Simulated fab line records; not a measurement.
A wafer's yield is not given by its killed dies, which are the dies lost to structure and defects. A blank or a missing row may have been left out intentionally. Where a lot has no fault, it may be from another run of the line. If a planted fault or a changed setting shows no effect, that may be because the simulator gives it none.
Which tool was responsible? | flow berkeley-cmos170 | Sampling: 14 lots, 42 wafers, 6 of 331 route steps

## WHAT THE GAUGES READ, wafer by wafer
UCB170_FIELD_THK_MEAS_90.
lot  | measured    | on            | FIELD_OXIDE_LEFT_1_THK (nm)
L390 | day 5 13:31 | film-metro-01 | 440 442 450
L392 | day 5 13:31 | film-metro-04 | 440 439 431
L393 | day 5 18:54 | film-metro-02 | 464 454 460
L394 | day 6 01:11 | film-metro-02 | 443 439 443
L395 | day 6 01:11 | film-metro-01 | 459 466 455
L397 | day 6 10:43 | film-metro-02 | 447 442 453
L396 | day 6 10:44 | film-metro-01 | 454 454 453
L401 | day 7 06:18 | film-metro-04 | 442 451 440
L402 | day 7 09:49 | film-metro-02 | 458 465 453
L407 | day 8 01:58 | film-metro-04 | 459 465 456
L410 | day 8 17:14 | film-metro-04 | 439 449 444
L411 | day 9 04:09 | film-metro-04 | 455 445 447
L412 | day 9 09:40 | film-metro-01 | 431 431 428
L413 | day 9 13:13 | film-metro-04 | 431 429 437

UCB170_SACOX_THK_MEAS_02.
lot  | measured    | on            | SACOX_OXIDE_THK (nm)
L390 | day 5 15:35 | film-metro-03 | 14.43 14.65 14.40
L392 | day 5 15:34 | film-metro-04 | 14.31 14.32 14.46
L393 | day 5 22:30 | film-metro-02 | 14.65 14.67 14.55
L394 | day 6 05:01 | film-metro-04 | 14.47 14.58 14.55
L395 | day 6 05:01 | film-metro-02 | 14.58 14.81 14.65
L397 | day 6 14:25 | film-metro-04 | 14.17 14.21 14.47
L396 | day 6 14:26 | film-metro-03 | 14.21 13.95 14.22
L401 | day 7 11:55 | film-metro-02 | 14.72 14.76 14.75
L402 | day 7 11:58 | film-metro-03 | 14.40 14.65 14.40
L407 | day 8 04:40 | film-metro-02 | 14.44 14.00 14.21
L410 | day 8 20:17 | film-metro-02 | 14.18 14.15 13.97
L411 | day 9 09:04 | film-metro-02 | 14.43 14.08 14.28
L412 | day 9 16:25 | film-metro-04 | 14.58 14.30 14.09
L413 | day 9 16:26 | film-metro-03 | 14.35 14.32 14.13

UCB170_NLDD_TW_MEAS_11.
lot  | measured     | on            | NLDD_TW
L390 | day 6 20:51  | film-metro-02 | 2235 2233 2237
L392 | day 6 19:55  | film-metro-01 | 2198 2203 2198
L393 | day 7 00:20  | film-metro-03 | 2209 2201 2200
L394 | day 7 11:32  | film-metro-01 | 2204 2207 2208
L395 | day 7 11:16  | film-metro-01 | 2209 2202 2206
L397 | day 7 12:59  | film-metro-02 | 2493 2491 2491
L396 | day 7 12:24  | film-metro-03 | 2184 2184 2186
L401 | day 8 13:23  | film-metro-02 | 2239 2237 2237
L402 | day 8 14:19  | film-metro-02 | 2468 2488 2474
L407 | day 9 15:04  | film-metro-01 | 2219 2204 2232
L410 | day 9 22:16  | film-metro-02 | 2245 2238 2248
L411 | day 10 14:10 | film-metro-02 | 2243 2234 2219
L412 | day 10 19:56 | film-metro-01 | 2216 2213 2204
L413 | day 10 20:26 | film-metro-03 | 2206 2198 2207

UCB170_PSD_TW_MEAS_10.
lot  | measured     | on            | PSD_TW
L390 | day 7 01:53  | film-metro-03 | 2312 2302 2308
L392 | day 7 01:40  | film-metro-01 | 2320 2317 2313
L393 | day 7 05:48  | film-metro-03 | 2310 2305 2304
L394 | day 7 17:45  | film-metro-02 | 2370 2355 2368
L395 | day 7 17:38  | film-metro-03 | 2308 2311 2316
L397 | day 7 18:07  | film-metro-02 | 2351 2364 2346
L396 | day 7 17:53  | film-metro-01 | 2318 2326 2315
L401 | day 8 18:46  | film-metro-01 | 2321 2323 2315
L402 | day 8 19:19  | film-metro-01 | 2316 2334 2322
L407 | day 9 21:56  | film-metro-03 | 2305 2296 2309
L410 | day 10 04:44 | film-metro-03 | 2287 2298 2315
L411 | day 10 21:56 | film-metro-02 | 2351 2352 2358
L412 | day 11 01:52 | film-metro-01 | 2321 2332 2321
L413 | day 11 02:10 | film-metro-02 | 2343 2363 2366

UCB170_SDANNEAL_RS_MEAS_05: a four-point-probe measurement.
lot  | measured     | on            | NLDD_RS (ohm/sq)
L390 | day 7 06:19  | film-metro-03 | 613.7 616.2 615.9
L392 | day 7 05:53  | film-metro-02 | 620.1 618.0 618.8
L393 | day 7 09:10  | film-metro-02 | 614.3 613.2 616.1
L394 | day 7 22:21  | film-metro-01 | 617.3 616.6 615.8
L395 | day 7 21:53  | film-metro-02 | 616.6 618.8 618.3
L397 | day 7 22:41  | film-metro-02 | 464.0 465.1 465.4
L396 | day 7 23:05  | film-metro-03 | 617.2 618.3 615.5
L401 | day 8 22:53  | film-metro-01 | 615.1 616.8 615.2
L402 | day 8 23:40  | film-metro-03 | 466.4 466.3 466.6
L407 | day 10 02:47 | film-metro-01 | 613.1 614.2 613.9
L410 | day 10 08:41 | film-metro-03 | 615.2 616.0 616.2
L411 | day 11 05:02 | film-metro-03 | 618.7 618.3 617.6
L412 | day 11 09:31 | film-metro-03 | 614.5 616.4 614.9
L413 | day 11 09:19 | film-metro-02 | 614.6 612.7 612.9

## TOOL THAT RAN EACH LOT (tool first, then ch and the chambers of the sampled wafers, then the start)
lot  | UCB170_NLDD_IMPLANT_09
L390 | implanter-03 ch 0, day 6 20:36
L392 | implanter-01 ch 0, day 6 19:40
L393 | implanter-01 ch 0, day 7 00:05
L394 | implanter-01 ch 0, day 7 11:17
L395 | implanter-04 ch 0, day 7 11:01
L397 | implanter-01 ch 0, day 7 12:26
L396 | implanter-04 ch 0, day 7 12:11
L401 | implanter-01 ch 0, day 8 13:08
L402 | implanter-01 ch 0, day 8 13:44
L407 | implanter-04 ch 0, day 9 14:49
L410 | implanter-04 ch 0, day 9 22:02
L411 | implanter-03 ch 0, day 10 13:55
L412 | implanter-03 ch 0, day 10 19:41
L413 | implanter-01 ch 0, day 10 20:13
- UCB170_NLDD_IMPLANT_09

## WHAT THE TOOLS THEMSELVES READ (means of the sampled wafers that have a number; where no wafer has one, the mark that the record gives instead)
UCB170_NLDD_IMPLANT_09.
lot  | tool         | dose-ions-cm2
L390 | implanter-03 | 5e+13
L392 | implanter-01 | 5e+13
L393 | implanter-01 | 5e+13
L394 | implanter-01 | 5e+13
L395 | implanter-04 | 5e+13
L397 | implanter-01 | 5e+13
L396 | implanter-04 | 5e+13
L401 | implanter-01 | 5e+13
L402 | implanter-01 | 5e+13
L407 | implanter-04 | 5e+13
L410 | implanter-04 | 5e+13
L411 | implanter-03 | 5e+13
L412 | implanter-03 | 5e+13
L413 | implanter-01 | 5e+13

## THE ANSWER, worked out from the rows above alone
Rule: what is usual is taken from the lots themselves. The widest of any qualifying gaps counts: lots, ordered by their means at a reading, are off when they make up no more than a third of the lots, leave a main group of 4 or more, and stand apart from it by 3 or more times the standard deviation of that group's means. Not used: any main group whose means are identical at the precision the tables above print for the reading. A lot without any number at a reading at which 4 lots or more have one is off too. Any other lot the step has rows for is counted as sound. First the gauges in route order, then the tools' own readings, where a lot's mean is used as printed above. The first step at which some lot is off is used, and at that step the reading that is off furthest; a lot without a number counts as furthest.
Off: L397, L402, at UCB170_NLDD_TW_MEAS_11 (NLDD_TW). The main group has a mean of 2215 with a standard deviation of 17.
If a tool, at a process step before that reading, ran all the lots that are off and no sound lot after the first of them, it fits. Those tools and the gauges at UCB170_NLDD_TW_MEAS_11 are tried in the same way. Not one of the candidates tried fits.

## WHAT THE SIMULATOR HAD PUT IN
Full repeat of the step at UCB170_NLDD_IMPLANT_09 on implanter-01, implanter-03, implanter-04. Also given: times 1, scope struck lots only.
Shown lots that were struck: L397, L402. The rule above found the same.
